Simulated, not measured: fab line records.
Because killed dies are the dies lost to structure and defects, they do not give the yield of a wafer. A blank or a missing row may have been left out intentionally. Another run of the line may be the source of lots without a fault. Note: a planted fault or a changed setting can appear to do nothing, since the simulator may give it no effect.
2 desks, one fault || flow berkeley cmos170 || numbers are kept per desk, each desk with only its own; the story behind them comes last

## FOR THE TOOL OWNER'S DESK: pvd sputter-02
The tool's own readings at UCB170_M1_SPUTTER_00 (material Al, target thk 600 nm, time 80 s): means of the sampled wafers that have a number, for each lot that ran on this tool. The brackets show how far a lot's mean lies from the usual mean; more than 4 standard deviations puts the lot out of limits, marked OUT.
Columns: A = throttle valve pct at UCB170_M1_SPUTTER_00, usual 30.3 %
{"lot": "L919", "first seen here": "day 7 17:52", "A": 30.5}
{"lot": "L921", "first seen here": "day 8 07:56", "A": 30.6}
{"lot": "L924", "first seen here": "day 8 17:14", "A": 31.0}
{"lot": "L925", "first seen here": "day 9 02:10", "A": 29.6}
{"lot": "L929", "first seen here": "day 9 16:49", "A": 29.6}
{"lot": "L937", "first seen here": "day 10 21:22", "A": 30.1}
This desk's verdict: no lot among the 6 shows anything out of limits.

## AT THE METROLOGY DESK
Lot by lot, what the gauges showed, no matter which tool ran the lot: averages of those sampled wafers that carry a number. The brackets show how far a lot's mean lies from the usual mean; more than 4 standard deviations puts the lot out of limits, marked OUT.
Columns: A = M1_AL_RS at UCB170_M1_RS_MEAS_01, usual 0.0482 ohm/sq; B = M1_AL_THK at UCB170_M1_THK_MEAS_02, usual 600 nm; C = V2_POLISHED_THK at UCB170_V2_THK_MEAS_04, usual 999.4 nm
{"lot": "L917", "first seen here": "day 6 17:09", "A": 0.0480, "B": 606, "C": 999.2}
{"lot": "L918", "first seen here": "day 7 06:27", "A": 0.0479, "B": 603, "C": 998.8}
{"lot": "L919", "first seen here": "day 7 17:59", "A": 0.0482, "B": 603, "C": 999.1}
{"lot": "L920", "first seen here": "day 8 06:49", "A": 0.0481, "B": 597, "C": 1000.4}
{"lot": "L921", "first seen here": "day 8 08:01", "A": 0.0480, "B": 599, "C": 998.0}
{"lot": "L923", "first seen here": "day 8 16:11", "A": 0.0476, "B": 607, "C": 998.5}
{"lot": "L924", "first seen here": "day 8 17:19", "A": 0.0496, "B": 581, "C": 999.5}
{"lot": "L927", "first seen here": "day 9 02:02", "A": 0.0481, "B": 605, "C": 1000.0}
{"lot": "L925", "first seen here": "day 9 02:14", "A": 0.0492, "B": 586, "C": 999.8}
{"lot": "L926", "first seen here": "day 9 02:58", "A": 0.0480, "B": 606, "C": 1000.1}
{"lot": "L929", "first seen here": "day 9 16:53", "A": 0.0487, "B": 597, "C": 999.2}
{"lot": "L937", "first seen here": "day 10 21:28", "A": 0.0498, "B": 581, "C": 999.0}
{"lot": "L939", "first seen here": "day 11 21:13", "A": 0.0482, "B": 601, "C": 1000.2}
This desk's verdict: no lot among the 13 shows anything out of limits.

## PUT TOGETHER
Nothing out of limits was seen by the tool owner's desk.
Metrology desk: nothing out of limits seen.

## WHAT HAD BEEN PUT IN BY THE SIMULATOR
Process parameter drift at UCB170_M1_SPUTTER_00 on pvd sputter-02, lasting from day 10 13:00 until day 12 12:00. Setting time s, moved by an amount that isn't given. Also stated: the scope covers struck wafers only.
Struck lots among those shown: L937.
